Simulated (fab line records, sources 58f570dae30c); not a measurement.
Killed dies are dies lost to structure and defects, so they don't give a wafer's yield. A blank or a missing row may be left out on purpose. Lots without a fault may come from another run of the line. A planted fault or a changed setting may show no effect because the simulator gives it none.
fab line records | flow berkeley_cmos170
record lots=8 wafers=24 last_day=10
route steps=331 shown NLDD@166
lots that met no fault: from a run of the same line without faults
start_h: hours from the record's first day to the start of the lot's first wafer shown | wait_h: hours since the lot's step before | " the same as in the row above | L1.1+2: a row that stands for several wafers | - no value, or no start given | * or withheld: withheld | < > ~ a bound
route shown NAME@n: a module of which the file shows steps, and the number in the route of the first | usual: mean/standard deviation of fault-free wafers | same: alike in all rows | chamber/n: place in a boat | sites: the reading at each site | _std_site: their standard deviation | _edge_site: outer sites' mean less inner sites' | radius_mm: how far each site lies from the wafer's centre | mask NAME#n: copy n | behind: the tool/chamber that last shaped the wafer | hold: why the lot was held/for how many hours/how that ended | device: the transistor (n, p or np) that didn't switch | end of line: the same wafers' tests at the end of the route | a step without rows: its recipe alone | killed: dies lost to structure and defects at the first sort, not the wafer's yield | map: a wafer's dies, x killed, . not, _ none there
set.NAME: the setting as run; set.NAME@STEP: as run at that earlier step | model.NAME: the simulator's own value behind a step, which no gauge read
steps of the route over a sample of lots; a table a step, a row a wafer
services: from which hour (start_h, from the record's first day; less than 0 if before it) a tool's chamber was out of use, for how many hours, and why
## steps
# step UCB170_NLDD_IMPLANT_08
# recipe species=As dose_cm2=5e+13 energy_kev=30 tilt_deg=7 rotation_deg=0
# usual implant_ion_amu=75/0
# columns lot.wafer tool chamber start_h wait_h implant_ion_amu
L149.3 implanter-01 0 152.91 0.1 75
L149.4 " 0 " " 75
L149.6 " 0 " " 75
L148.1 implanter-02 0 153.31 0.0 75
L148.2 " 0 " " 75
L148.3 " 0 " " 75
L152.1 implanter-04 0 168.44 0.0 75
L152.2 " 0 " " 75
L152.6 " 0 " " 75
L151.1 implanter-02 0 169.75 0.0 75
L151.2 " 0 " " 75
L151.3 " 0 " " 75
L153.2 implanter-04 0 170.13 0.0 49
L153.4 " 0 " " 49
L153.5 " 0 " " 49
L150.1 implanter-02 0 170.34 0.0 49
L150.3 " 0 " " 49
L150.4 " 0 " " 49
L155.2 implanter-01 0 195.14 0.0 49
L155.3 " 0 " " 49
L155.5 " 0 " " 49
L154.2 implanter-02 0 195.42 0.0 49
L154.5 " 0 " " 49
L154.6 " 0 " " 49
# step UCB170_NLDD_TW_MEAS_11
# usual NLDD_TW=2202/18
# columns lot.wafer tool chamber start_h wait_h hold NLDD_TW
L149.3 film_metro-01 - 153.28 0.1 - 2198
L149.4 " - " " - 2196
L149.6 " - " " - 2186
L148.1 film_metro-04 - 153.71 0.1 - 2180
L148.2 " - " " - 2172
L148.3 " - " " - 2180
L152.1 film_metro-01 - 168.84 0.1 - 2200
L152.2 " - " " - 2215
L152.6 " - " " - 2211
L151.1 film_metro-04 - 170.15 0.1 - 2188
L151.2 " - " " - 2179
L151.3 " - " " - 2192
L153.2 film_metro-01 - 170.51 0.1 await_dispo/0.2h/release 1914
L153.4 " - " " await_dispo/0.2h/release 1913
L153.5 " - " " await_dispo/0.2h/release 1905
L153.2 film_metro-01 - 170.85 0.3 - 1899
L153.4 " - " " - 1911
L153.5 " - " " - 1916
L150.1 film_metro-03 - 170.74 0.1 await_dispo/0.2h/release 1923
L150.3 " - " " await_dispo/0.2h/release 1912
L150.4 " - " " await_dispo/0.2h/release 1920
L150.1 film_metro-03 - 170.96 0.2 - 1930
L150.3 " - " " - 1924
L150.4 " - " " - 1921
L155.2 film_metro-03 - 195.53 0.1 await_dispo/0.2h/release 1938
L155.3 " - " " await_dispo/0.2h/release 1938
L155.5 " - " " await_dispo/0.2h/release 1947
L155.2 film_metro-03 - 197.16 1.6 - 1941
L155.3 " - " " - 1942
L155.5 " - " " - 1941
L154.2 film_metro-04 - 195.80 0.1 await_dispo/0.2h/release 1897
L154.5 " - " " await_dispo/0.2h/release 1897
L154.6 " - " " await_dispo/0.2h/release 1899
L154.2 film_metro-04 - 196.11 0.3 - 1888
L154.5 " - " " - 1904
L154.6 " - " " - 1902
## services
# columns tool chamber start_h hours kind
implanter-01 - 159.36 4.1 repair
implanter-04 - 160.48 3.6 pm
implanter-01 - 163.45 1.5 repair
implanter-01 - 164.95 7.7 pm
## key
first_sign step=UCB170_NLDD_IMPLANT_08 reading=implant_ion_amu direction=down sigmas=99+ usual=75 struck=49
effect step=UCB170_NLDD_TW_MEAS_11 reading=visit direction=added
effect step=UCB170_NLDD_TW_MEAS_11 reading=NLDD_TW direction=down sigmas=16 usual=2202 struck=1917
met_at UCB170_NLDD_IMPLANT_08
struck_lots L150,L153,L154,L155
sort_left_out L150.1,L150.3,L150.4,L153.2,L153.4,L153.5,L154.2,L154.5,L154.6,L155.2,L155.3,L155.5
tester_left_out L150,L153,L154,L155
onset_between 169.75 170.13
fault kind=wrong_recipe_download tool=implanter-01,implanter-02,implanter-04 chamber=- onset_h=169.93 steps=UCB170_NLDD_IMPLANT_08 wrong_recipe.not_listed=1
# tester_left_out: of these lots the tester's yield and bins aren't shown, on N5 and GAA mostly nor the transistor test; their killed dies are dies lost to structure and defects alone, not to doping, threshold or leakage, so they don't give the yield
# sort_left_out: the simulated sort isn't trusted on such a fault, so these wafers' sort isn't shown, and their yield isn't known
